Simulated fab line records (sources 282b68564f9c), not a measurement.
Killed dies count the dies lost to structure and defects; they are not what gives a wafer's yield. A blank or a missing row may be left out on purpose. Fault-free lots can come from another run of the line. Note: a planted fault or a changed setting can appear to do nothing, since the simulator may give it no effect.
Which tool is to blame? | flow rit-cmos | 21 wafers sampled from 7 lots at 1 step of a route of 202

== WHAT EACH GAUGE READ, for each wafer ==
RIT_NWELL_TW_MEAS_10.
lot  | measured    | on            | NWELL_TW
L549 | day 2 02:07 | film-metro-01 | 2159 2162 2164
L551 | day 2 13:21 | film-metro-01 | 2156 2156 2176
L554 | day 3 02:47 | film-metro-02 | 2134 2134 2136
L556 | day 3 13:28 | film-metro-01 | 2137 2115 2137
L558 | day 3 23:02 | film-metro-01 | 2122 2140 2132
L564 | day 5 04:52 | film-metro-02 | 2150 2138 2142
L570 | day 6 10:59 | film-metro-03 | 2167 2135 2159

== WHAT TOOL EACH LOT RAN ON (gives the tool, then ch and the chambers of the sampled wafers, and finally the start) ==
No process step before these readings appears in the record.

== THE ANSWER, worked out from the rows above alone ==
Rule: usual is defined by the lots themselves. The widest of any qualifying gaps counts: lots, ordered by their means at a reading, are off when they make up no more than a third of the lots, leave a main group of 4 or more, and stand apart from it by 3 or more times the standard deviation of that group's means. The tables above print the reading to a certain number of digits; a main group whose means all agree to those digits is not used. Also off: a lot with no number at a reading for which 4 or more lots have one. All remaining lots with rows at the step are treated as sound.
Across all readings shown, no lot is off: no conclusion can be drawn from this.

== WHAT THE SIMULATOR HAD INSERTED ==
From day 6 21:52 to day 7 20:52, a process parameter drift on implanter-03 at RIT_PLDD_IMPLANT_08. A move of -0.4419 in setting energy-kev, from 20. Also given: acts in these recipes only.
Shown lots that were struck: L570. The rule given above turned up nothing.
